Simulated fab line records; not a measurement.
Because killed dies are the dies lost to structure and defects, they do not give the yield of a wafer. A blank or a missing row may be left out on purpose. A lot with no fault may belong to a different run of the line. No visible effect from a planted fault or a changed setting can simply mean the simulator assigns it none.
Which tool was responsible? | flow ritCmos | 14 lots with 42 wafers sampled at 2 steps, on a route of 202 steps

WHAT THE GAUGES READ, wafer by wafer
RIT_SDANNEAL_RS_MEAS_05: a four-point-probe measurement. Usual: NSD_RS typically reads 84.5 ohm/sq, with standard deviation 0.32.
lot  | measured    | on           | NSD_RS (ohm/sq) | flag
L766 | day 3 01:23 | filmMetro-04 | 84.1 84.1 84.0  | 
L767 | day 3 05:59 | filmMetro-04 | 84.4 84.3 84.4  | 
L768 | day 3 12:49 | filmMetro-04 | 84.2 84.4 84.5  | 
L769 | day 3 17:17 | filmMetro-04 | 84.3 84.0 84.3  | 
L770 | day 3 23:56 | filmMetro-04 | 84.5 84.5 84.7  | 
L771 | day 4 04:29 | filmMetro-01 | 84.8 84.8 84.7  | 
L772 | day 4 08:50 | filmMetro-04 | 84.1 84.0 84.2  | 
L773 | day 4 12:49 | filmMetro-01 | 85.1 85.3 85.3  | 
L774 | day 5 03:33 | filmMetro-04 | 84.5 84.3 84.4  | 
L776 | day 5 09:46 | filmMetro-01 | 84.3 84.6 84.3  | 
L779 | day 6 04:33 | filmMetro-01 | 84.5 84.5 84.6  | 
L780 | day 6 05:47 | filmMetro-02 | 89.4 89.3 89.4  | OFF
L781 | day 6 09:38 | filmMetro-01 | 84.2 84.5 84.4  | 
L784 | day 6 20:50 | filmMetro-02 | 89.4 89.2 89.1  | OFF

TOOL THAT RAN EACH LOT (tool first, then ch and the chambers of the sampled wafers, then the start)
lot  | RIT_NSD_IMPLANT_08
L766 | implanter-01 ch 0, day 2 22:59
L767 | implanter-01 ch 0, day 3 03:28
L768 | implanter-01 ch 0, day 3 10:27
L769 | implanter-03 ch 0, day 3 14:47
L770 | implanter-02 ch 0, day 3 21:26
L771 | implanter-01 ch 0, day 4 02:01
L772 | implanter-02 ch 0, day 4 06:23
L773 | implanter-01 ch 0, day 4 10:28
L774 | implanter-03 ch 0, day 5 01:05
L776 | implanter-03 ch 0, day 5 07:25
L779 | implanter-01 ch 0, day 6 01:53
L780 | implanter-01 ch 0, day 6 03:17
L781 | implanter-03 ch 0, day 6 07:08
L784 | implanter-01 ch 0, day 6 18:22
- RIT_NSD_IMPLANT_08

AS READ BY THE TOOLS THEMSELVES (means over the sampled wafers that have a number; for cases with no such wafer, the mark the record gives instead)
RIT_NSD_IMPLANT_08. Usual: doseIonsCm2 9.998e+14, standard deviation 1.2e+12; faradayCurrentUA 3132, standard deviation 60.
lot  | tool         | doseIonsCm2 | faradayCurrentUA | flag
L766 | implanter-01 | 9.991e+14   | 3162             | 
L767 | implanter-01 | 9.990e+14   | 3109             | 
L768 | implanter-01 | 1.000e+15   | 3109             | 
L769 | implanter-03 | 9.998e+14   | 3108             | 
L770 | implanter-02 | 1.001e+15   | 3183             | 
L771 | implanter-01 | 9.992e+14   | 3148             | 
L772 | implanter-02 | 9.997e+14   | 3130             | 
L773 | implanter-01 | 9.991e+14   | 3146             | 
L774 | implanter-03 | 1.002e+15   | 3146             | 
L776 | implanter-03 | 9.993e+14   | 3152             | 
L779 | implanter-01 | 9.991e+14   | 3137             | 
L780 | implanter-01 | 9.325e+14   | 2943             | OFF
L781 | implanter-03 | 9.997e+14   | 3051             | 
L784 | implanter-01 | 9.333e+14   | 2909             | OFF

THE ANSWER, worked out from the rows above alone
Rule: lot off if the mean of its wafers having a number is beyond 3 standard deviations from the usual mean. Also off: a lot with no number at a reading for which 4 or more lots have one. All remaining lots with rows at the step are treated as sound. The gauges are gone through in route order, then the tools' own readings, and for those a lot's mean is taken as printed above. The first step at which some lot is off is used, and at that step the reading that is off furthest; a lot without a number counts as furthest.
Off: L780, L784, at RIT_SDANNEAL_RS_MEAS_05 (NSD_RS).
A tool fits if, at a process step before that reading, it ran every lot that is off, and no sound lot after the first of them. Not tried: the gauges at RIT_SDANNEAL_RS_MEAS_05; whatever is off there is also off at RIT_NSD_IMPLANT_08, on other tools, and gauge error can't account for it. One fits: RIT_NSD_IMPLANT_08 on implanter-01. A fault onset in the window from L779 (day 6 01:53, its last sound lot) to L780 (day 6 03:17, its first lot off) fits.
The tool's own readings at RIT_NSD_IMPLANT_08 bear it out: on the lots that are off they differ by more than 5 times the standard deviation of the sound lots' means. doseIonsCm2 reads 9.329e+14 there against 9.998e+14 on the sound lots; faradayCurrentUA reads 2926 there against 3132 on the sound lots.

WHAT HAD BEEN PUT IN BY THE SIMULATOR
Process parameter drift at RIT_NSD_IMPLANT_08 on implanter-01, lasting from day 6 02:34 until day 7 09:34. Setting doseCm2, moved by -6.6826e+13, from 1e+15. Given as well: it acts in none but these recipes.
Struck lots among those shown: L780, L784. This agrees with what the rule above found.
